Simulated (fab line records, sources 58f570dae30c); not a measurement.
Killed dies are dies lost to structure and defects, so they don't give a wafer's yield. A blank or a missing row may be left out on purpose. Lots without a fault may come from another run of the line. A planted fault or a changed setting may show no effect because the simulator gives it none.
A struck lot beside a sound one | flow berkeley_cmos170 | 14 steps out of a route of 331
Sound: wafers L813.2, L813.4, L813.5. Struck: wafers L817.1, L817.5. (L817.4 of the same lot was not struck and is left out.) The cause comes at the end.
At each step with rows: each side's tool, then ch and its chambers, then its first start. Under that, the readings that differ: sound wafers | struck wafers | difference of the means | sigmas: that difference in standard deviations of wafers without a fault.
alike: readings whose means differ by less than 2 such deviations, and words and numbers that are the same on both sides. not compared: withheld readings, readings that some wafer has no value for, bounds like >300 that may hide the same value, and numbers for which the record gives no deviation and whose values overlap.
The two part at a step that has a row with sigmas, a row that says differs or no value, or rows on one side only. Numbers that don't overlap but have no deviation are shown without sigmas and don't part them. A reading that every wafer of one side lacks parts them only if that side has two wafers or more.

UCB170_M1_RS_MEAS_01: measures by four-point-probe.
  sound on film_metro-02, day 10 00:04; struck on film_metro-02, day 10 21:14
  alike: M1_AL_RS
UCB170_M1_THK_MEAS_02: measures by xrf.
  sound on film_metro-02, day 10 00:10; struck on film_metro-02, day 10 21:22
  alike: M1_AL_THK
then, 6 steps without rows for these wafers: UCB170_M1_COAT_03; UCB170_M1_COAT_04 (resist thk 900 nm); UCB170_M1_SOFTBAKE_05 (time 60 s); UCB170_M1_EXPOSE_06 (exposes mask METAL1, target cd 700 nm); UCB170_M1_PEB_07; UCB170_M1_DEVELOP_08 (develop time 45 s).
UCB170_M1_CD_MEAS_09: target cd 700 nm.
  sound on cd_sem-01, day 10 01:33; struck on cd_sem-02, day 10 22:23
  alike: cd_nm
UCB170_M1_OVL_MEAS_10:
  sound on overlay-02, day 10 01:40; struck on overlay-02, day 10 22:31
  alike: M1_OVL
UCB170_M1_ETCH_11: etches BARC in N2/H2.
  sound on rie_diel-02 ch 0,2,3, day 10 01:41; struck on rie_diel-02 ch 0,2, day 10 22:32
  reading             | sound             | struck      | difference | sigmas
  h2_flow_sccm (sccm) | 201.2 199.6 199.2 | 201.1 201.8 | +1.4       | +3
  alike: drypump_motor_current_A, oes_product_au, throttle_valve_pct
UCB170_M1_METAL_ETCH_12: etches Al in Cl2/BCl3, stops on PSG, target depth 780 nm, time 130 s.
  sound on rie_metal-03 ch 0,1, day 10 01:44; struck on rie_metal-04 ch 0,1, day 10 22:35
  alike: drypump_motor_current_A, oes_product_au, throttle_valve_pct
  not compared: rf_hours_counter_h
UCB170_M1_STRIP_13: strips in O2.
  sound on plasma_asher-01 ch 0,1, day 10 01:52; struck on plasma_asher-03 ch 0, day 10 22:46
  reading               | sound             | struck      | difference | sigmas
  oes_product_au (a.u.) | 0.724 0.727 0.727 | 0.640 0.644 | -0.084     | -20
  overash_fraction      | 0.5 0.5 0.5       | 0.8 0.8     | +0.3       |
  alike: drypump_motor_current_A
  not compared: rf_hours_counter_h
UCB170_M1_CD_MEAS_90: target cd 700 nm.
  sound on cd_sem-01, day 10 01:59; struck on cd_sem-02, day 10 22:52
  alike: cd_nm

WHERE THEY PART
First at UCB170_M1_ETCH_11; last, within this record, at UCB170_M1_STRIP_13. Later steps at which nothing parts them and some readings are alike: UCB170_M1_CD_MEAS_90.

WHY: what the simulator had put in
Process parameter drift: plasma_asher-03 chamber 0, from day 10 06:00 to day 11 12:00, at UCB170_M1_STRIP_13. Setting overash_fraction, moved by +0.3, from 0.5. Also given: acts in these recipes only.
